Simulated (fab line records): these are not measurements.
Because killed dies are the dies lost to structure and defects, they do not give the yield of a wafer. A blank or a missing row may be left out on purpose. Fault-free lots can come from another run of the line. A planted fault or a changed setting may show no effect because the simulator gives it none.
2 desks looking at one fault :: flow berkeley cmos170 :: only its own numbers are on each desk; what lay behind them is given at the end

FOR THE TOOL OWNER'S DESK: furnace-01
The tool's own readings at UCB170_SCREENOX_OXIDATION_01 (target thk 14.4 nm, ox time 2400 s): means of the sampled wafers that have a number, for each lot that ran on this tool. Marked OUT: a lot whose mean sits more than 4 standard deviations from the usual mean, which makes it out of limits; the brackets give that distance.
Columns: A = tube center temp C at UCB170_SCREENOX_OXIDATION_01, usual 900 C; B = tube_center_temp_C_max at UCB170_SCREENOX_OXIDATION_01, usual 902.3
lot: L990
first seen here: day 6 07:23
A: 900
B: 902.4

lot: L991
first seen here: day 6 20:50
A: 900
B: 902.1

lot: L992
first seen here: day 6 20:50
A: 900
B: 902.7

lot: L993
first seen here: day 6 20:50
A: 900
B: 902.3

lot: L994
first seen here: day 6 20:50
A: 900
B: 902.3

lot: L100
first seen here: day 8 08:56
A: 900
B: 902.2

lot: L101
first seen here: day 8 17:11
A: 900
B: 902.3

lot: L102
first seen here: day 8 17:11
A: 900
B: 902.4
This desk's verdict: no lot among the 8 shows anything out of limits.

AT THE METROLOGY DESK
Means of the sampled wafers that have a number, per lot and without regard to the tool the lot ran on: this is what the gauges read. Marked OUT: a lot whose mean sits more than 4 standard deviations from the usual mean, which makes it out of limits; the brackets give that distance.
Columns: A = cd nm at UCB170_ACTIVE_CD_MEAS_90, usual 1200.1 nm; B = SCREENOX_OXIDE_THK at UCB170_SCREENOX_THK_MEAS_02, usual 14.3 nm; C = GATE_OVL at UCB170_GATE_OVL_MEAS_13, usual 1 nm
lot: L990
first seen here: day 4 19:38
A: 1199.3
B: 14.1
C: -10

lot: L992
first seen here: day 5 10:59
A: 1200.2
B: 14.6
C: -5

lot: L993
first seen here: day 5 11:07
A: 1198.8
B: 14.5
C: 3

lot: L994
first seen here: day 5 11:20
A: 1199.7
B: 14.2
C: 6

lot: L991
first seen here: day 5 11:30
A: 1200.5
B: 14.4
C: 9

lot: L996
first seen here: day 6 13:43
A: 1200.4
B: 14.0
C: 6

lot: L998
first seen here: day 6 20:22
A: 1198.4
B: 14.6
C: -6

lot: L100
first seen here: day 7 05:41
A: 1201.4
B: 14.5
C: -11

lot: L101
first seen here: day 7 13:14
A: 1202.0
B: 22.4 (+25) OUT
C: -9

lot: L102
first seen here: day 7 13:32
A: 1199.2
B: 22.2 (+25) OUT
C: -10

lot: L104
first seen here: day 7 19:44
A: 1198.9
B: 14.3
C: 5

lot: L108
first seen here: day 8 12:38
A: 1198.2
B: 14.6
C: -5

lot: L107
first seen here: day 8 12:52
A: 1200.1
B: 14.6
C: 8
Finding of this desk: L101, L102 out of limits, first seen on L101 at day 8 18:52 (SCREENOX_OXIDE_THK at UCB170_SCREENOX_THK_MEAS_02). L990, L992, L993, L994, L991, L996, L998, L100, L104, L108, L107: within limits.

BROUGHT TOGETHER
Metrology desk: alarm possible at day 8 18:52 on L101, L102.
Nothing out of limits was seen by the tool owner's desk.
On record at the tool owner's desk: L101, L102, within its limits.
The lots listed all ran UCB170_SCREENOX_OXIDATION_01 on furnace-01.

WHAT WAS PUT IN BY THE SIMULATOR
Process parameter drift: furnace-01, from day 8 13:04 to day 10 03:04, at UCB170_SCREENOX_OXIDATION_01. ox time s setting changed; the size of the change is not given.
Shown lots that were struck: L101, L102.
Per desk, hours elapsed from the start of the fault to the first reading out of limits: for the metrology desk, 6.
